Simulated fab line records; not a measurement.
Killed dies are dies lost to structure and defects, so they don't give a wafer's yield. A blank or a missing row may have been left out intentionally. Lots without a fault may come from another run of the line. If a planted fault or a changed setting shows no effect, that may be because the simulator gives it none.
Problem report in the 8D (eight disciplines) form, filled by code    flow rit cmos    the parts of the form that need people (team, actions taken, sign-off) are left out

## 1. PROBLEM STATEMENT
At RIT_NRETRO_IMPLANT_08, beam energy keV averages 67.587 over 9 wafers from 3 lots, while fault-free wafers read 70.000, standard deviation 0.023. So: -99 or more standard deviations from the usual mean.
The first sign was on wafer L953.1 at day 4 03:35, on implanter-03. The record holds 21 wafers of 7 lots with a number at this step. Rule for "out" (also "out of limits"): further than 4 standard deviations from the usual mean. All remaining wafers that have a number are taken as sound.

## 2. WHAT IT IS, WHAT IT ISN'T
question                     is                      is not
which readings at this step  beam energy keV         -
which lots                   L953, L954, L957        L947, L950, L958, L963
which wafers of those lots   all that have a number  -
read on which tools          implanter-03            implanter-01, implanter-04
when                         from day 4 03:35        up to then (6 sound wafers); but 6 sound wafers of L958, L963 came after

## 3. WHAT RULES OUT EACH SUSPECT
Counting: any tool at a process step up to the reading is kept as a suspect provided that every lot that is out went through it and no sound lot did after the first of them.
- implanter-03 at RIT_NRETRO_IMPLANT_08: kept. All lots that are out passed through it, beginning with L953 at day 4 03:35, and no sound lot followed; its final sound lot before that point was L950 at day 3 14:47. Out on those wafers are its own readings of beam energy keV.
Remaining after the count: implanter-03 at RIT_NRETRO_IMPLANT_08.

## 4. THE CAUSE (what the simulator had put in)
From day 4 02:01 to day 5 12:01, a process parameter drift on implanter-03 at RIT_NRETRO_IMPLANT_08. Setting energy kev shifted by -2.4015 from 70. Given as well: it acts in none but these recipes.
Only this tool survived the counting.

## 5. SEQUENCE OF EFFECTS, ordered by route
Each row: a reading whose mean over the struck wafers that have a number lies more than 3 standard deviations from the usual. Only readings for which the record gives a usual standard deviation are gone through. hours: the time from each lot's start at the first step in this table that gives one to its start at this step, as a median over the lots. sigmas: the change in usual standard deviations.
hours  step                   reading          usual   on struck wafers  change  sigmas
0      RIT_NRETRO_IMPLANT_08  beam energy keV  70.000  67.587            -2.413  -99 or more
Its process steps:
- RIT_NRETRO_IMPLANT_08

## 6. WHAT WOULD HAVE CAUGHT IT SOONER
First out-of-limits reading in this record: day 4 03:35, which is 2 hours after fault onset at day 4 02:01.
